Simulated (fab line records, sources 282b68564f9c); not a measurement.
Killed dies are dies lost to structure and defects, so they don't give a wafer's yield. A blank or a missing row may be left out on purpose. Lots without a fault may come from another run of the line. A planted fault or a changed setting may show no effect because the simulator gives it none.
One fault seen from 2 desks | flow rit_cmos | each desk has only its own numbers; what lay behind them comes last

THE TOOL OWNER'S DESK: implanter-04
The tool's own readings at RIT_NWELL_IMPLANT_08: means of the sampled wafers that have a number, for each lot that ran on this tool. A lot is out of limits, marked OUT, if its mean lies more than 4 standard deviations from the usual mean; the brackets give that distance.
Columns: A = beam_energy_keV at RIT_NWELL_IMPLANT_08, usual 170.00; B = dose_ions_cm2 at RIT_NWELL_IMPLANT_08, usual 5e+13; C = end_station_pressure_torr at RIT_NWELL_IMPLANT_08, usual 5.12e-06 Torr; D = faraday_current_uA at RIT_NWELL_IMPLANT_08, usual 158
lot  | first seen here | A      | B                       | C        | D
L111 | day 2 06:34     | 170.00 | 5e+13                   | 5.38e-06 | 159
L112 | day 2 13:02     | 169.92 | 5e+13                   | 5.09e-06 | 159
L113 | day 2 17:25     | 170.04 | 5e+13                   | 5.19e-06 | 158
L118 | day 3 17:47     | 170.06 | 6e+13 (+99 or more) OUT | 5.23e-06 | 183 (+8.2) OUT
L121 | day 4 09:34     | 170.06 | 6e+13 (+99 or more) OUT | 5.14e-06 | 184 (+8.6) OUT
L122 | day 4 14:15     | 170.02 | 6e+13 (+99 or more) OUT | 5.06e-06 | 185 (+9.0) OUT
This desk's finding: out of limits on L118, L121, L122; first on L118, day 3 17:47 (dose_ions_cm2 at RIT_NWELL_IMPLANT_08). In limits: L111, L112, L113.

THE METROLOGY DESK
What the gauges read, lot by lot, whatever tool the lot ran on: means of the sampled wafers that have a number. A lot is out of limits, marked OUT, if its mean lies more than 4 standard deviations from the usual mean; the brackets give that distance.
Columns: A = NWELL_TW at RIT_NWELL_TW_MEAS_10, usual 2146; B = NWELL_RS at RIT_WELLDRIVE_RS_MEAS_01, usual 275.7 ohm/sq
lot  | first seen here | A               | B
L109 | day 1 22:04     | 2121            | 275.7
L111 | day 2 06:52     | 2161            | 275.2
L112 | day 2 13:19     | 2148            | 276.0
L113 | day 2 17:41     | 2153            | 275.5
L114 | day 2 23:52     | 2154            | 275.4
L116 | day 3 08:46     | 2156            | 275.6
L117 | day 3 12:58     | 2159            | 275.2
L118 | day 3 18:06     | 2261 (+9.6) OUT | 251.6 (-36) OUT
L121 | day 4 09:52     | 2249 (+8.6) OUT | 252.1 (-35) OUT
L122 | day 4 14:35     | 2246 (+8.3) OUT | 252.2 (-35) OUT
L124 | day 5 00:02     | 2149            | 275.7
L126 | day 5 10:37     | 2138            | 275.7
L129 | day 6 02:40     | 2151            | 277.0
L130 | day 6 07:17     | 2153            | 275.6
L131 | day 6 11:40     | 2150            | 275.3
This desk's finding: out of limits on L118, L121, L122; first on L118, day 3 18:06 (NWELL_TW at RIT_NWELL_TW_MEAS_10). In limits: L109, L111, L112, L113, L114, L116, L117, L124, L126, L129, L130, L131.

PUT TOGETHER
The tool owner's desk could have raised an alarm at day 3 17:47, on L118, L121, L122.
The metrology desk could have raised an alarm at day 3 18:06, on L118, L121, L122.
Of the lots named, all ran RIT_NWELL_IMPLANT_08 on implanter-04.

WHAT THE SIMULATOR HAD PUT IN
Process parameter drift: implanter-04, from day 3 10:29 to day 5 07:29, at RIT_NWELL_IMPLANT_08. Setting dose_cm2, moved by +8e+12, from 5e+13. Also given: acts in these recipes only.
Lots struck among those shown: L118, L121, L122.
Hours from the fault's start to each desk's first reading out of limits: the tool owner's desk, 7; the metrology desk, 8.
